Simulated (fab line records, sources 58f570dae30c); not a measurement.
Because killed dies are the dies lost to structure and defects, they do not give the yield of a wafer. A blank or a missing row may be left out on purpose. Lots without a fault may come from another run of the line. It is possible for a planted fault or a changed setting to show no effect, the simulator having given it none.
Comparing a struck lot with a sound one ; flow berkeleyCmos170 ; 15 out of 331 route steps
Sound: these wafers, L869.1, L869.5, L869.6. The struck wafers were L874.1, L874.4, L874.5. At the end, the cause is stated.
Each step with rows lists, per side, the tool, then ch with its chambers, then its first start. Under that, the readings that differ: sound wafers ; struck wafers ; difference of the means ; sigmas: that difference in standard deviations of wafers without a fault.
alike: readings whose means differ by less than 2 such deviations, and words and numbers that are the same on both sides. not compared: withheld readings, readings that some wafer has no value for, bounds like >300 that may hide the same value, and numbers for which the record gives no deviation and whose values overlap.
The two part at a step that has a row with sigmas, a row that says differs or no value, or rows on one side only. Numbers that don't overlap but have no deviation are shown without sigmas and don't part them. A reading that every wafer of one side lacks parts them only if that side has two wafers or more.

UCB170_V2_BOW_MEAS_03:
  sound: filmMetro-01 at day 7 21:28; struck: filmMetro-03 at day 8 23:46
  alike: V2_BOW
UCB170_V2_THK_MEAS_04:
  sound: filmMetro-01 at day 7 21:35; struck: filmMetro-03 at day 8 23:53
  alike: V2_POLISHED_THK
then, 3 steps without rows for these wafers: UCB170_V2_CLEAN_05 (cleans in DIW); UCB170_V2_HMDS_06 (prime time 60 s); UCB170_V2_COAT_07 (resist thk 900 nm).
UCB170_V2_SOFTBAKE_08: time 61.3 s.
  sound on lithoTrack-03 ch 0, day 7 22:52; struck on lithoTrack-03 ch 0, day 9 00:28
reading;sound;struck;difference;sigmas
chillPlateTempC (C);23.00 23.06 23.07;22.85 22.76 22.84;-0.23;-2
  alike: heaterPowerTotalW, plateSensorTCentreC, plateSensorTEdgeC
then, 3 steps without rows for these wafers: UCB170_V2_EXPOSE_09 (exposes mask VIA2, target cd 700 nm); UCB170_V2_PEB_10; UCB170_V2_DEVELOP_11 (develop time 45 s).
UCB170_V2_CD_MEAS_12: the cd target is 700 nm.
  sound: cdSem-01 at day 7 23:46; struck: cdSem-01 at day 9 01:01
  alike: cdNm
UCB170_V2_OVL_MEAS_13:
  sound: overlay-01 at day 7 23:53; struck: overlay-01 at day 9 01:08
  alike: V2_OVL
UCB170_V2_ETCH_14: etches SiO2 in CHF3/CF4/Ar, stops on Al, target depth 1250 nm, time 291 s.
  sound on rieDiel-03 ch 2,3, day 7 23:55; struck on rieDiel-04 ch 0,3, day 9 01:10
  alike: drypumpMotorCurrentA, oesProductAu, throttleValvePct
  not compared: rfHoursCounterH
UCB170_V2_STRIP_15: strips in O2.
  sound on plasmaAsher-03 ch 0,1, day 8 00:06; struck on plasmaAsher-03 ch 0,1, day 9 01:21
reading;sound;struck;difference;sigmas
o2FlowSccm (sccm);400.9 401.2 398.7;480.3 477.1 477.5;+78.0;+65
oesProductAu (a.u.);0.726 0.712 0.725;0.741 0.735 0.732;+0.015;+3
stripTimeToEndpointS (s);15.43 15.52 15.32;15.00 14.89 14.90;-0.49;-3
  alike: drypumpMotorCurrentA
  not compared: rfHoursCounterH
UCB170_V2_CD_MEAS_90: the cd target is 700 nm.
  sound: cdSem-02 at day 8 00:12; struck: cdSem-01 at day 9 01:27
  alike: cdNm
UCB170_M3_PROBE_99:
  rows exist in the record for the struck wafers here (prober-01, day 9 04:19), but not for the sound ones

## WHERE THEY PART
First at UCB170_V2_SOFTBAKE_08; last, within this record, at UCB170_M3_PROBE_99.

WHY: whatever the simulator had introduced
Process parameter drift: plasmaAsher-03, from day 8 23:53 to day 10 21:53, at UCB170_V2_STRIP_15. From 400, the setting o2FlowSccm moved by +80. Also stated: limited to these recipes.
